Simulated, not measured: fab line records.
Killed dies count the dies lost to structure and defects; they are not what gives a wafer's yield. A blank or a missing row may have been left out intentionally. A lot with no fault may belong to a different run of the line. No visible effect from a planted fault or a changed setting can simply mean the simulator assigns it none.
A lot that was struck, set against a sound lot / flow berkeley cmos170 / 14 steps out of a route of 331
Sound: wafers L295.2, L295.5, L295.6. Struck: wafers L289.4, L289.5, L289.6. The cause is named last.
For every step that has rows: the tool of each side, followed by ch and its chambers, followed by its first start. Under that, the readings that differ: sound wafers / struck wafers / difference of the means / sigmas: that difference in standard deviations of wafers without a fault.
alike: words and numbers the same on both sides, and readings whose means are apart by under 2 such deviations; not compared: readings that were withheld, readings missing a value for some wafer, numbers with overlapping values and no deviation given by the record, and bounds like >300 which may hide the same value.
The two part at a step that has a row with sigmas, a row that says differs or no value, or rows on one side only. Numbers that don't overlap but have no deviation are shown without sigmas and don't part them. A reading missing from all wafers of one side parts the sides only when that side holds two or more wafers.

UCB170_SILICIDE_RS_MEAS_02: uses a four-point probe to measure.
  sound on film metro-04 at day 8 22:41; struck on film metro-03 at day 8 07:23
  alike: SILICIDE_TI_RS
UCB170_SILICIDE_THK_MEAS_03: measures by xrf.
  sound on film metro-04 at day 8 22:48; struck on film metro-03 at day 8 07:28
  alike: SILICIDE_TI_THK
UCB170_SILICIDE_RTA_04: time 15 s.
  sound on rtp anneal-01 ch 0, day 8 22:52; struck on rtp anneal-02 ch 0, day 8 07:32
reading=lamp power pct (%); sound=10.61 10.60 10.60; struck=11.21 11.18 11.22; difference=+0.60; sigmas=+2
  alike: anneal temp c max, chamber o2 ppm, wafer_temp_C_max
then, 3 steps without rows for these wafers: UCB170_SILICIDE_WET_ETCH_05 (etches Ti in SPM, time 45 s); UCB170_CONTACT_CLEAN_00 (cleans in SPM, time 600 s); UCB170_CONTACT_CVD_01 (deposits PSG from SiH4/O2/PH3, target thk 700 nm, time 2820 s).
UCB170_CONTACT_THK_MEAS_02:
  sound on film metro-01 at day 9 01:14; struck on film metro-01 at day 8 09:35
reading=CONTACT_PSG_THK (nm); sound=709 705 707; struck=691 692 696; difference=-14; sigmas=-2
then, 3 steps without rows for these wafers: UCB170_CONTACT_HMDS_03 (prime time 60 s); UCB170_CONTACT_COAT_04 (resist thk 900 nm); UCB170_CONTACT_SOFTBAKE_05 (time 60 s).
UCB170_CONTACT_STRIP_06: strips in O2.
  sound on plasma asher-01 ch 0,1, day 9 01:44; struck on plasma asher-03 ch 0,1, day 8 10:06
reading=strip time to endpoint s (s); sound=21.90 21.88 21.85; struck=21.98 22.04 22.03; difference=+0.14; sigmas=+2
  alike: drypump motor current A, oes product au
  not compared: rf hours counter h
then, 1 step without rows for these wafers: UCB170_CONTACT_CLEAN_07 (cleans in SPM, time 600 s).
UCB170_CONTACT_RTA_08: time 10 s.
  struck on rtp anneal-01, day 8 10:23; sound on rtp anneal-02 ch 0, day 9 02:02
  no value came back on the struck wafers for anneal temp c max, chamber o2 ppm, lamp power pct (%), wafer_temp_C_max; on the sound wafers anneal temp c max reads 903.0 903.7 903.9
then, 1 step without rows for these wafers: UCB170_CONTACT_COAT_09.

== WHERE THEY PART ==
First at UCB170_SILICIDE_RTA_04; last, within this record, at UCB170_CONTACT_RTA_08.

WHY: what had been put in by the simulator
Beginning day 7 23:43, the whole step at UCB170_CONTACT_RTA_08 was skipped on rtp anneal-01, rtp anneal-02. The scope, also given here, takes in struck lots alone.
